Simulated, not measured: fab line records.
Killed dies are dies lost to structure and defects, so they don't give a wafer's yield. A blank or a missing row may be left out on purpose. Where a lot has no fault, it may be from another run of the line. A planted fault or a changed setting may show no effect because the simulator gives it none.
A lot that was struck, set against a sound lot | flow berkeley_cmos170 | 43 out of 331 route steps
Sound: these wafers, L541.4, L541.5, L541.6. The struck wafers were L552.1, L552.5, L552.6. Last of all comes the cause.
Order at every step that has rows: each side's tool, ch and its chambers, its first start. Under that, the readings that differ: sound wafers | struck wafers | difference of the means | sigmas: that difference in standard deviations of wafers without a fault.
alike: readings with means less than 2 such deviations apart, plus words and numbers identical on both sides. not compared: withheld readings, readings lacking a value on some wafer, bounds such as >300 that could conceal the same value, and numbers that have no deviation in the record and whose values overlap.
The two part at a step that has a row with sigmas, a row that says differs or no value, or rows on one side only. Numbers that have no deviation but don't overlap get no sigmas and don't part them. Lack of a reading on every wafer of one side parts them only where that side has two or more wafers.

first, 2 steps without rows for these wafers: UCB170_SCREENOX_WET_ETCH_00 (etches SiO2 in dHF, time 200 s); UCB170_SCREENOX_OXIDATION_01 (target thk 14.4 nm, ox time 2400 s).
UCB170_SCREENOX_THK_MEAS_02:
  sound on film_metro-02, day 6 20:31; struck on film_metro-03, day 9 03:55
  alike: SCREENOX_OXIDE_THK
then, 3 steps without rows for these wafers: UCB170_SCREENOX_ANNEAL_03 (time 900 s); UCB170_NVT_HMDS_00 (prime time 60 s); UCB170_NVT_COAT_01 (resist thk 900 nm).
UCB170_NVT_SOFTBAKE_02: time 61.17 s.
  sound on litho_track-04 ch 0, day 7 02:37; struck on litho_track-01 ch 0, day 9 11:00
  alike: plate_sensor_t_centre_C, plate_sensor_t_edge_C
then, 3 steps without rows for these wafers: UCB170_NVT_EXPOSE_03 (exposes mask PWELL, target cd 3000 nm); UCB170_NVT_PEB_04; UCB170_NVT_DEVELOP_05 (develop time 45 s).
UCB170_NVT_OVL_MEAS_06:
  sound on overlay-01, day 7 03:07; struck on overlay-02, day 9 12:19
  alike: NVT_OVL
next, for these wafers, 1 step has no rows: UCB170_NVT_IMPLANT_07.
UCB170_NVT_STRIP_08: strips in O2.
  sound on plasma_asher-04 ch 0,1, day 7 03:19; struck on plasma_asher-04 ch 0,1, day 9 12:30
  reading                      | sound             | struck            | difference | sigmas
  strip_time_to_endpoint_s (s) | 21.75 21.77 21.73 | 21.57 21.59 21.66 | -0.14      | -2
  alike: drypump_motor_current_A, oes_product_au
  not compared: rf_hours_counter_h
UCB170_NVT_TW_MEAS_09:
  sound on film_metro-04, day 7 03:25; struck on film_metro-04, day 9 12:38
  alike: NVT_TW
then, 7 steps without rows for these wafers: UCB170_NVT_CLEAN_10 (cleans in SPM, time 600 s); UCB170_PVT_HMDS_00 (prime time 60 s); UCB170_PVT_COAT_01 (resist thk 900 nm); UCB170_PVT_SOFTBAKE_02 (time 60 s); UCB170_PVT_EXPOSE_03 (exposes mask NWELL, target cd 3000 nm); UCB170_PVT_PEB_04; UCB170_PVT_DEVELOP_05 (develop time 45 s).
UCB170_PVT_OVL_MEAS_06:
  sound on overlay-02, day 7 04:57; struck on overlay-01, day 9 14:40
  alike: PVT_OVL
next, for these wafers, 1 step has no rows: UCB170_PVT_IMPLANT_07.
UCB170_PVT_STRIP_08: strips in O2.
  sound on plasma_asher-01 ch 0,1, day 7 05:09; struck on plasma_asher-02 ch 0,1, day 9 14:51
  alike: drypump_motor_current_A, oes_product_au, strip_time_to_endpoint_s
  not compared: rf_hours_counter_h
UCB170_PVT_TW_MEAS_09:
  sound on film_metro-03, day 7 05:14; struck on film_metro-04, day 9 14:57
  alike: PVT_TW
then, 1 step without rows for these wafers: UCB170_GATE_WET_ETCH_00 (etches SiO2 in dHF, time 200 s).
UCB170_FIELD_THK_MEAS_91:
  sound on film_metro-01, day 7 05:22; struck on film_metro-04, day 9 15:08
  alike: FIELD_OXIDE_LEFT_2_THK
then, 1 step without rows for these wafers: UCB170_GATE_OXIDATION_01 (target thk 6.6 nm, ox time 1800 s).
UCB170_GATE_THK_MEAS_02:
  sound on film_metro-04, day 7 10:02; struck on film_metro-01, day 9 20:21
  reading             | sound          | struck         | difference | sigmas
  GATE_OXIDE_THK (nm) | 6.53 6.47 6.62 | 7.02 6.94 6.98 | +0.44      | +3
then, 2 steps without rows for these wafers: UCB170_GATE_ANNEAL_03 (time 1800 s); UCB170_GATE_CVD_04 (deposits poly-Si from SiH4, time 1440 s, target thk 214 nm).
UCB170_GATE_THK_MEAS_05:
  sound on film_metro-04, day 7 15:07; struck on film_metro-02, day 10 04:52
  alike: GATE_POLY_THK
then, 6 steps without rows for these wafers: UCB170_GATE_COAT_06; UCB170_GATE_COAT_07 (resist thk 900 nm); UCB170_GATE_SOFTBAKE_08 (time 60 s); UCB170_GATE_EXPOSE_09 (exposes mask POLY, target cd 350 nm); UCB170_GATE_PEB_10; UCB170_GATE_DEVELOP_11 (develop time 45 s).
UCB170_GATE_CD_MEAS_12 targets a cd of 350 nm.
  sound on cd_sem-02, day 7 16:29; struck on cd_sem-02, day 10 06:46
  alike: cd_nm
UCB170_GATE_OVL_MEAS_13:
  sound on overlay-01, day 7 16:34; struck on overlay-02, day 10 06:53
  alike: GATE_OVL
UCB170_GATE_ETCH_14: etches BARC in N2/H2.
  sound on rie_diel-04 ch 1,2,3, day 7 16:35; struck on rie_diel-02 ch 1,2,3, day 10 06:56
  alike: drypump_motor_current_A, oes_product_au, throttle_valve_pct
UCB170_GATE_ETCH_15: etches poly-Si in HBr/Cl2, stops on SiO2, time 56.3 s, target depth 278.2 nm.
  sound on rie_si-01 ch 0,2, day 7 16:40; struck on rie_si-01 ch 0,2,3, day 10 06:58
  alike: drypump_motor_current_A, oes_product_au, throttle_valve_pct
  not compared: rf_hours_counter_h
UCB170_M3_PROBE_99:
  rows exist in the record for the struck wafers here (prober-01, day 12 03:35), but not for the sound ones

== WHERE THEY PART ==
Last at UCB170_M3_PROBE_99 as far as this record goes, first at UCB170_NVT_STRIP_08.

WHY: the cause the simulator had injected
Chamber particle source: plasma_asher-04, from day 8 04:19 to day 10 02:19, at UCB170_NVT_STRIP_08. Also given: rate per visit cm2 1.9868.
